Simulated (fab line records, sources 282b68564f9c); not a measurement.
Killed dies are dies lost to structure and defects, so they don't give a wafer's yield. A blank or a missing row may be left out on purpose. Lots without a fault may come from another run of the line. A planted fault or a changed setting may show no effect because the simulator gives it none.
fab line records | flow rit_cmos | part 1 of 2: steps 1 to 30 of 41
record lots=5 wafers=15 last_day=7
route steps=202 shown ACTIVE@16 FOX1@20 FOX2@23 NWELL@28 PWELL@39 WELLDRIVE@50 NRETRO@53
lots that met no fault: from a run of the same line without faults
start_h: hours from the record's first day to the start of the lot's first wafer shown | wait_h: hours since the lot's step before | " the same as in the row above | L1.1+2: a row that stands for several wafers | - no value, or no start given | * or withheld: withheld | < > ~ a bound
route shown NAME@n: a module of which the file shows steps, and the number in the route of the first | usual: mean/standard deviation of fault-free wafers | same: alike in all rows | chamber/n: place in a boat | sites: the reading at each site | _std_site: their standard deviation | _edge_site: outer sites' mean less inner sites' | radius_mm: how far each site lies from the wafer's centre | mask NAME#n: copy n | behind: the tool/chamber that last shaped the wafer | hold: why the lot was held/for how many hours/how that ended | device: the transistor (n, p or np) that didn't switch | end of line: the same wafers' tests at the end of the route | a step without rows: its recipe alone | killed: dies lost to structure and defects at the first sort, not the wafer's yield | map: a wafer's dies, x killed, . not, _ none there
set.NAME: the setting as run; set.NAME@STEP: as run at that earlier step | model.NAME: the simulator's own value behind a step, which no gauge read
lots at some steps of the route; a table a step, a row a wafer
services: from which hour (start_h, from the record's first day; less than 0 if before it) a tool's chamber was out of use, for how many hours, and why
## steps
# step RIT_ACTIVE_CD_MEAS_90
# recipe target_cd_nm=1400
# usual cd_nm=1399.6/2.3
# columns lot.wafer tool chamber start_h wait_h cd_nm
L075.1 cd_sem-02 - 20.85 0.1 1401.5
L075.4 " - " " 1400.8
L075.6 " - " " 1400.9
L076.2 cd_sem-02 - 25.75 0.1 1397.3
L076.4 " - " " 1398.6
L076.6 " - " " 1398.9
L085.1 cd_sem-01 - 70.02 0.1 1399.2
L085.2 " - " " 1397.6
L085.4 " - " " 1398.0
L091.4 cd_sem-02 - 100.08 0.1 1397.0
L091.5 " - " " 1397.6
L091.6 " - " " 1398.9
L096.2 cd_sem-02 - 125.04 0.1 1399.4
L096.4 " - " " 1402.1
L096.6 " - " " 1400.8
# step RIT_ACTIVE_CLEAN_15
# recipe chemistry=SC1 mix=3:3:50 time_s=600 temp_c=75
# columns lot.wafer tool chamber start_h wait_h
L075.1+4+6 wet_bench-02 1 20.97 0.1
L076.2+4+6 wet_bench-03 2 25.85 0.1
L085.1+2+4 wet_bench-02 2 70.14 0.1
L091.4+5+6 wet_bench-02 1 100.14 0.0
L096.2+4+6 wet_bench-03 3 125.14 0.1
# step RIT_ACTIVE_CLEAN_16
# recipe chemistry=dHF dilution=50:1 time_s=30
# columns lot.wafer tool chamber start_h wait_h
L075.1+4+6 wet_bench-03 1 21.16 0.0
L076.2+4+6 wet_bench-02 0 26.02 0.0
L085.1+2+4 wet_bench-01 1 70.35 0.0
L091.4+5+6 wet_bench-03 2 100.33 0.0
L096.2+4+6 wet_bench-01 0 125.31 0.0
# step RIT_ACTIVE_CLEAN_17
# recipe chemistry=SC2 mix=3:3:50 time_s=600 temp_c=75 dry=n2_spin
# columns lot.wafer tool chamber start_h wait_h
L075.1+4+6 wet_bench-01 0 21.18 0.0
L076.2+4+6 wet_bench-01 2 26.04 0.0
L085.1+2+4 wet_bench-02 1 70.36 0.0
L091.4+5+6 wet_bench-01 2 100.35 0.0
L096.2+4+6 wet_bench-03 1 125.33 0.0
# step RIT_FOX1_OXIDATION_00
# recipe temp_c=1100 ambient=H2O target_thk_a=3507 p_h2o_torr=720 ox_time_s=1130
# usual spike_tc_load_C=1128.0/1.5
# columns lot.wafer tool chamber start_h wait_h spike_tc_load_C
L075.1 furnace-03 0 21.72 0.4 1129.4
L075.4 " 0 " " 1128.3
L075.6 " 0 " " 1130.1
L076.2 furnace-03 0 26.42 0.0 1128.2
L076.4 " 0 " " 1128.8
L076.6 " 0 " " 1127.3
L085.1 furnace-04 0 71.14 0.6 1124.5
L085.2 " 0 " " 1125.9
L085.4 " 0 " " 1127.6
L091.4 furnace-01 0 100.70 0.0 1128.4
L091.5 " 0 " " 1128.4
L091.6 " 0 " " 1126.7
L096.2 furnace-03 0 125.51 0.0 1127.9
L096.4 " 0 " " 1128.4
L096.6 " 0 " " 1127.8
# step RIT_FOX1_THK_MEAS_01
# recipe reads=SiO2_of_FOX1_OXIDATION_00
# usual FOX1_OXIDE_THK=349/4.7
# columns lot.wafer tool chamber start_h wait_h FOX1_OXIDE_THK[nm]
L075.1 film_metro-04 - 23.04 0.0 347
L075.4 " - " " 348
L075.6 " - " " 352
L076.2 film_metro-02 - 27.74 0.0 347
L076.4 " - " " 347
L076.6 " - " " 351
L085.1 film_metro-01 - 72.45 0.0 353
L085.2 " - " " 353
L085.4 " - " " 353
L091.4 film_metro-02 - 102.04 0.0 352
L091.5 " - " " 347
L091.6 " - " " 353
L096.2 film_metro-01 - 126.83 0.0 343
L096.4 " - " " 338
L096.6 " - " " 338
# step RIT_FOX1_WET_ETCH_02
# recipe chemistry=BOE target_depth_nm=350 time_s=390 temp_c=21.5 dry=n2_spin dilution=10:1 target=SiO2
# columns lot.wafer tool chamber start_h wait_h
L075.1+4+6 wet_bench-02 0 23.10 0.1
L076.2+4+6 wet_bench-02 0 27.79 0.0
L085.1+2+4 wet_bench-04 2 72.51 0.1
L091.4+5+6 wet_bench-03 0 102.07 0.0
L096.2+4+6 wet_bench-04 2 126.88 0.0
# step RIT_FOX2_OXIDATION_00
# recipe temp_c=1100 ambient=H2O target_thk_a=3507 p_h2o_torr=720 ox_time_s=1130
# usual spike_tc_load_C=1127.3/1.3
# columns lot.wafer tool chamber start_h wait_h spike_tc_load_C
L075.1 furnace-03 0 23.22 0.0 1126.6
L075.4 " 0 " " 1126.3
L075.6 " 0 " " 1127.8
L076.2 furnace-03 0 27.91 0.0 1128.0
L076.4 " 0 " " 1127.8
L076.6 " 0 " " 1129.2
L085.1 furnace-04 0 73.52 0.9 1126.3
L085.2 " 0 " " 1126.6
L085.4 " 0 " " 1125.8
L091.4 furnace-02 0 102.19 0.0 1128.1
L091.5 " 0 " " 1128.4
L091.6 " 0 " " 1129.1
L096.2 furnace-03 0 127.11 0.0 1126.5
L096.4 " 0 " " 1127.1
L096.6 " 0 " " 1127.9
# step RIT_FOX2_THK_MEAS_01
# recipe reads=SiO2_of_FOX2_OXIDATION_00
# usual FOX2_OXIDE_THK=349/6.1
# columns lot.wafer tool chamber start_h wait_h FOX2_OXIDE_THK[nm]
L075.1 film_metro-02 - 24.54 0.0 345
L075.4 " - " " 352
L075.6 " - " " 353
L076.2 film_metro-02 - 29.23 0.0 351
L076.4 " - " " 356
L076.6 " - " " 353
L085.1 film_metro-02 - 74.84 0.0 336
L085.2 " - " " 338
L085.4 " - " " 341
L091.4 film_metro-01 - 103.53 0.0 358
L091.5 " - " " 359
L091.6 " - " " 354
L096.2 film_metro-01 - 128.44 0.0 345
L096.4 " - " " 350
L096.6 " - " " 347
# step RIT_FOX2_CLEAN_02
# recipe chemistry=dHF dilution=50:1 time_s=180
# columns lot.wafer tool chamber start_h wait_h
L075.1+4+6 wet_bench-04 2 24.60 0.1
L076.2+4+6 wet_bench-04 1 29.28 0.0
L085.1+2+4 wet_bench-01 3 74.90 0.1
L091.4+5+6 wet_bench-04 1 103.56 0.0
L096.2+4+6 wet_bench-03 3 128.49 0.0
# step RIT_FOX2_WET_ETCH_03
# recipe chemistry=H3PO4 target=Si3N4 target_depth_nm=195 temp_c=165 time_s=2700
# columns lot.wafer tool chamber start_h wait_h
L075.1+4+6 wet_bench-01 2 24.66 0.0
L076.2+4+6 wet_bench-01 3 29.34 0.0
L085.1+2+4 wet_bench-04 3 74.96 0.0
L091.4+5+6 wet_bench-03 1 103.62 0.0
L096.2+4+6 wet_bench-03 3 128.55 0.0
# step RIT_FOX2_THK_MEAS_90
# recipe reads=SiO2_of_FOX2_OXIDATION_00
# usual FIELD_OXIDE_LEFT_1_THK=322/6.2
# columns lot.wafer tool chamber start_h wait_h FIELD_OXIDE_LEFT_1_THK[nm]
L075.1 film_metro-01 - 25.48 0.0 319
L075.4 " - " " 325
L075.6 " - " " 327
L076.2 film_metro-03 - 30.26 0.0 324
L076.4 " - " " 328
L076.6 " - " " 325
L085.1 film_metro-02 - 75.72 0.0 308
L085.2 " - " " 310
L085.4 " - " " 313
L091.4 film_metro-02 - 104.41 0.0 330
L091.5 " - " " 332
L091.6 " - " " 327
L096.2 film_metro-02 - 129.31 0.0 318
L096.4 " - " " 322
L096.6 " - " " 319
# step RIT_NWELL_HMDS_00
# recipe prime_time_s=60 prime_temp_c=140
# usual chill_plate_temp_C=23.02/0.1
# columns lot.wafer tool chamber start_h wait_h chill_plate_temp_C
L075.1 litho_track-01 0 25.54 0.1 22.89
L075.4 " 0 " " 23.04
L075.6 " 0 " " 23.00
L076.2 litho_track-01 0 30.33 0.1 22.86
L076.4 " 0 " " 22.98
L076.6 " 0 " " 22.94
L085.1 litho_track-01 0 75.78 0.1 23.17
L085.2 " 0 " " 23.20
L085.4 " 0 " " 23.18
L091.4 litho_track-03 0 104.51 0.1 22.96
L091.5 " 0 " " 22.91
L091.6 " 0 " " 22.75
L096.2 litho_track-03 0 129.39 0.1 22.93
L096.4 " 0 " " 22.80
L096.6 " 0 " " 23.02
# step RIT_NWELL_COAT_01
# recipe resist=NOVOLAK spin_rpm=2000 resist_thk_nm=1300
# usual chill_plate_temp_C=23.00/0.12
# columns lot.wafer tool chamber start_h wait_h chill_plate_temp_C
L075.1 litho_track-01 0 25.69 0.1 22.95
L075.4 " 0 " " 23.04
L075.6 " 0 " " 23.18
L076.2 litho_track-01 0 30.48 0.1 22.69
L076.4 " 0 " " 22.82
L076.6 " 0 " " 22.82
L085.1 litho_track-01 0 75.93 0.1 23.04
L085.2 " 0 " " 22.94
L085.4 " 0 " " 23.03
L091.4 litho_track-03 0 104.66 0.1 23.09
L091.5 " 0 " " 23.14
L091.6 " 0 " " 23.09
L096.2 litho_track-03 0 129.54 0.1 22.93
L096.4 " 0 " " 23.01
L096.6 " 0 " " 22.98
# step RIT_NWELL_SOFTBAKE_02
# recipe resist=NOVOLAK temp_c=90 time_s=60
# usual chill_plate_temp_C=23.00/0.11
# columns lot.wafer tool chamber start_h wait_h chill_plate_temp_C
L075.1 litho_track-01 0 25.84 0.1 22.85
L075.4 " 0 " " 22.94
L075.6 " 0 " " 23.08
L076.2 litho_track-01 0 30.63 0.1 23.05
L076.4 " 0 " " 23.02
L076.6 " 0 " " 23.05
L085.1 litho_track-01 0 76.08 0.1 22.83
L085.2 " 0 " " 23.04
L085.4 " 0 " " 22.99
L091.4 litho_track-03 0 104.81 0.1 23.03
L091.5 " 0 " " 22.97
L091.6 " 0 " " 23.00
L096.2 litho_track-03 0 129.69 0.1 22.81
L096.4 " 0 " " 22.97
L096.6 " 0 " " 22.80
# step RIT_NWELL_EXPOSE_03
# recipe mask_id=M2 na=0.57 target_cd_nm=43900 dose_mj=250
# columns lot.wafer tool chamber start_h wait_h mask
L075.1+4+6 iline_stepper-02 0 26.12 0.2 M2#0
L076.2+4+6 iline_stepper-02 0 30.77 0.1 M2#0
L085.1+2+4 iline_stepper-01 0 76.23 0.1 M2#0
L091.4+5+6 iline_stepper-01 0 105.07 0.2 M2#0
L096.2+4+6 iline_stepper-02 0 129.92 0.2 M2#0
# step RIT_NWELL_PEB_04
# recipe resist=NOVOLAK temp_c=withheld time_s=withheld
# usual chill_plate_temp_C=*
# columns lot.wafer tool chamber start_h wait_h chill_plate_temp_C
L075.1 litho_track-03 0 26.24 0.1 *
L075.4 " 0 " " *
L075.6 " 0 " " *
L076.2 litho_track-03 0 30.90 0.1 *
L076.4 " 0 " " *
L076.6 " 0 " " *
L085.1 litho_track-03 0 76.35 0.1 *
L085.2 " 0 " " *
L085.4 " 0 " " *
L091.4 litho_track-03 0 105.20 0.1 *
L091.5 " 0 " " *
L091.6 " 0 " " *
L096.2 litho_track-01 0 130.05 0.1 *
L096.4 " 0 " " *
L096.6 " 0 " " *
# step RIT_NWELL_DEVELOP_05
# recipe resist=NOVOLAK develop_time_s=68 dev_temp_c=23
# usual chill_plate_temp_C=22.98/0.11
# columns lot.wafer tool chamber start_h wait_h chill_plate_temp_C
L075.1 litho_track-03 0 - - 23.03
L075.4 " 0 " " 23.11
L075.6 " 0 " " 22.96
L076.2 litho_track-03 0 - - 22.98
L076.4 " 0 " " 22.97
L076.6 " 0 " " 23.07
L085.1 litho_track-03 0 - - 23.08
L085.2 " 0 " " 23.14
L085.4 " 0 " " 23.09
L091.4 litho_track-03 0 - - 23.06
L091.5 " 0 " " 23.08
L091.6 " 0 " " 23.00
L096.2 litho_track-01 0 - - 22.79
L096.4 " 0 " " 22.77
L096.6 " 0 " " 22.96
# step RIT_NWELL_OVL_MEAS_06
# usual NWELL_OVL=-1.6/1.4
# columns lot.wafer tool chamber start_h wait_h NWELL_OVL[nm]
L075.1 overlay-01 - 26.55 - -0.8
L075.4 " - " " 1.1
L075.6 " - " " -1.2
L076.2 overlay-02 - 31.19 - -1.9
L076.4 " - " " -1.0
L076.6 " - " " -1.4
L085.1 overlay-02 - 76.66 - -0.3
L085.2 " - " " -1.5
L085.4 " - " " 1.2
L091.4 overlay-01 - 105.46 - -0.7
L091.5 " - " " 0.7
L091.6 " - " " -0.1
L096.2 overlay-01 - 130.34 - -3.6
L096.4 " - " " -1.8
L096.6 " - " " -2.9
# step RIT_NWELL_HARDBAKE_07
# recipe resist=NOVOLAK temp_c=140 time_s=120
# usual chill_plate_temp_C=23.01/0.11
# columns lot.wafer tool chamber start_h wait_h chill_plate_temp_C
L075.1 litho_track-03 0 26.59 0.0 23.17
L075.4 " 0 " " 23.14
L075.6 " 0 " " 23.09
L076.2 litho_track-01 0 31.26 0.1 23.03
L076.4 " 0 " " 23.13
L076.6 " 0 " " 23.19
L085.1 litho_track-01 0 76.70 0.0 22.88
L085.2 " 0 " " 23.07
L085.4 " 0 " " 22.93
L091.4 litho_track-02 0 105.60 0.1 22.99
L091.5 " 0 " " 23.07
L091.6 " 0 " " 22.96
L096.2 litho_track-01 0 130.41 0.1 23.02
L096.4 " 0 " " 22.90
L096.6 " 0 " " 23.06
# step RIT_NWELL_IMPLANT_08
# recipe species=P energy_kev=170 dose_cm2=5e+13 tilt_deg=7
# usual tilt_deg=7.000/0.018
# columns lot.wafer tool chamber start_h wait_h tilt_deg
L075.1 implanter-04 0 26.84 0.2 7.011
L075.4 " 0 " " 7.014
L075.6 " 0 " " 7.000
L076.2 implanter-03 0 31.50 0.2 7.001
L076.4 " 0 " " 7.001
L076.6 " 0 " " 7.005
L085.1 implanter-03 0 76.95 0.2 7.021
L085.2 " 0 " " 6.993
L085.4 " 0 " " 6.993
L091.4 implanter-02 0 105.80 0.2 6.995
L091.5 " 0 " " 6.980
L091.6 " 0 " " 6.988
L096.2 implanter-03 0 130.65 0.2 7.003
L096.4 " 0 " " 6.975
L096.6 " 0 " " 6.976
# step RIT_NWELL_STRIP_09
# recipe chemistry=O2 time_s=180 resist=NOVOLAK platen_temp_c=withheld power_w=500 pressure_mtorr=4000 o2_flow_sccm=4000
# usual drypump_motor_current_A=5.5/0.38
# columns lot.wafer tool chamber start_h wait_h drypump_motor_current_A rf_hours_counter_h
L075.1 plasma_asher-01 1 26.99 0.1 6.2 39
L075.4 " 0 " " 5.5 -
L075.6 " 1 " " 6.2 -
L076.2 plasma_asher-03 0 31.62 0.1 5.4 40
L076.4 " 0 " " 5.4 -
L076.6 " 0 " " 5.4 -
L085.1 plasma_asher-02 0 77.10 0.1 6.1 42
L085.2 " 1 " " 5.5 42
L085.4 " 1 " " 5.5 -
L091.4 plasma_asher-03 1 105.94 0.1 5.0 -
L091.5 " 1 " " 5.1 -
L091.6 " 0 " " 5.4 -
L096.2 plasma_asher-02 1 130.77 0.1 5.5 48
L096.4 " 0 " " 6.1 -
L096.6 " 1 " " 5.5 -
# step RIT_NWELL_TW_MEAS_10
# usual NWELL_TW=2139/14
# columns lot.wafer tool chamber start_h wait_h NWELL_TW
L075.1 film_metro-03 - 27.16 0.1 2120
L075.4 " - " " 2131
L075.6 " - " " 2133
L076.2 film_metro-04 - 31.81 0.1 2154
L076.4 " - " " 2148
L076.6 " - " " 2160
L085.1 film_metro-02 - 77.27 0.1 2127
L085.2 " - " " 2123
L085.4 " - " " 2118
L091.4 film_metro-04 - 106.08 0.1 2154
L091.5 " - " " 2157
L091.6 " - " " 2158
L096.2 film_metro-04 - 130.96 0.1 2138
L096.4 " - " " 2146
L096.6 " - " " 2151
# step RIT_PWELL_HMDS_00
# recipe prime_time_s=60 prime_temp_c=140
# usual chill_plate_temp_C=23.01/0.083
# columns lot.wafer tool chamber start_h wait_h chill_plate_temp_C
L075.1 litho_track-04 0 27.22 0.1 22.94
L075.4 " 0 " " 23.00
L075.6 " 0 " " 23.02
L076.2 litho_track-04 0 31.88 0.1 22.99
L076.4 " 0 " " 22.96
L076.6 " 0 " " 22.97
L085.1 litho_track-01 0 77.35 0.1 22.99
L085.2 " 0 " " 22.96
L085.4 " 0 " " 22.89
L091.4 litho_track-03 0 106.19 0.1 23.06
L091.5 " 0 " " 23.07
L091.6 " 0 " " 23.01
L096.2 litho_track-03 0 131.03 0.1 22.95
L096.4 " 0 " " 23.00
L096.6 " 0 " " 22.94
# step RIT_PWELL_COAT_01
# recipe resist=NOVOLAK spin_rpm=2000 resist_thk_nm=1300
# usual chill_plate_temp_C=23.01/0.099
# columns lot.wafer tool chamber start_h wait_h chill_plate_temp_C
L075.1 litho_track-04 0 27.37 0.1 23.00
L075.4 " 0 " " 22.95
L075.6 " 0 " " 22.93
L076.2 litho_track-04 0 32.03 0.1 23.08
L076.4 " 0 " " 22.97
L076.6 " 0 " " 22.93
L085.1 litho_track-01 0 77.50 0.1 23.03
L085.2 " 0 " " 23.01
L085.4 " 0 " " 23.01
L091.4 litho_track-03 0 106.34 0.1 23.20
L091.5 " 0 " " 23.14
L091.6 " 0 " " 23.02
L096.2 litho_track-03 0 131.18 0.1 23.00
L096.4 " 0 " " 22.97
L096.6 " 0 " " 23.00
# step RIT_PWELL_SOFTBAKE_02
# recipe resist=NOVOLAK temp_c=90 time_s=60
# usual chill_plate_temp_C=23.02/0.1
# columns lot.wafer tool chamber start_h wait_h chill_plate_temp_C
L075.1 litho_track-04 0 27.52 0.1 23.08
L075.4 " 0 " " 23.06
L075.6 " 0 " " 23.06
L076.2 litho_track-04 0 32.18 0.1 23.28
L076.4 " 0 " " 23.09
L076.6 " 0 " " 23.19
L085.1 litho_track-01 0 77.65 0.1 22.96
L085.2 " 0 " " 23.06
L085.4 " 0 " " 22.86
L091.4 litho_track-03 0 106.49 0.1 22.91
L091.5 " 0 " " 23.01
L091.6 " 0 " " 22.90
L096.2 litho_track-03 0 131.33 0.1 22.84
L096.4 " 0 " " 22.96
L096.6 " 0 " " 22.95
# step RIT_PWELL_EXPOSE_03
# recipe mask_id=M3 na=0.57 target_cd_nm=43700 dose_mj=250
# columns lot.wafer tool chamber start_h wait_h mask
L075.1+4+6 iline_stepper-01 0 27.80 0.2 M3#0
L076.2+4+6 iline_stepper-02 0 32.49 0.3 M3#0
L085.1+2+4 iline_stepper-01 0 77.92 0.2 M3#0
L091.4+5+6 iline_stepper-02 0 106.62 0.1 M3#0
L096.2+4+6 iline_stepper-02 0 131.48 0.1 M3#0
# step RIT_PWELL_PEB_04
# recipe resist=NOVOLAK temp_c=withheld time_s=withheld
# usual chill_plate_temp_C=*
# columns lot.wafer tool chamber start_h wait_h chill_plate_temp_C
L075.1 litho_track-01 0 27.91 0.1 *
L075.4 " 0 " " *
L075.6 " 0 " " *
L076.2 litho_track-04 0 32.78 0.3 *
L076.4 " 0 " " *
L076.6 " 0 " " *
L085.1 litho_track-04 0 78.04 0.1 *
L085.2 " 0 " " *
L085.4 " 0 " " *
L091.4 litho_track-03 0 106.75 0.1 *
L091.5 " 0 " " *
L091.6 " 0 " " *
L096.2 litho_track-04 0 131.61 0.1 *
L096.4 " 0 " " *
L096.6 " 0 " " *
# step RIT_PWELL_DEVELOP_05
# recipe resist=NOVOLAK develop_time_s=68 dev_temp_c=23
# usual chill_plate_temp_C=22.99/0.1
# columns lot.wafer tool chamber start_h wait_h chill_plate_temp_C
L075.1 litho_track-01 0 - - 22.99
L075.4 " 0 " " 22.98
L075.6 " 0 " " 23.02
L076.2 litho_track-04 0 - - 23.07
L076.4 " 0 " " 23.17
L076.6 " 0 " " 23.03
L085.1 litho_track-04 0 - - 23.09
L085.2 " 0 " " 23.01
L085.4 " 0 " " 23.15
L091.4 litho_track-03 0 - - 23.10
L091.5 " 0 " " 23.03
L091.6 " 0 " " 23.04
L096.2 litho_track-04 0 - - 23.16
L096.4 " 0 " " 22.84
L096.6 " 0 " " 23.07
# step RIT_PWELL_OVL_MEAS_06
# usual PWELL_OVL=-1.0/1.5
# columns lot.wafer tool chamber start_h wait_h PWELL_OVL[nm]
L075.1 overlay-02 - 28.23 - -0.1
L075.4 " - " " -0.1
L075.6 " - " " -1.5
L076.2 overlay-01 - 33.08 - -1.0
L076.4 " - " " -0.1
L076.6 " - " " -2.4
L085.1 overlay-02 - 78.35 - -2.3
L085.2 " - " " -2.1
L085.4 " - " " -1.2
L091.4 overlay-02 - 107.01 - -0.6
L091.5 " - " " 0.3
L091.6 " - " " 0.8
L096.2 overlay-01 - 131.91 - 1.5
L096.4 " - " " -1.8
L096.6 " - " " 1.4
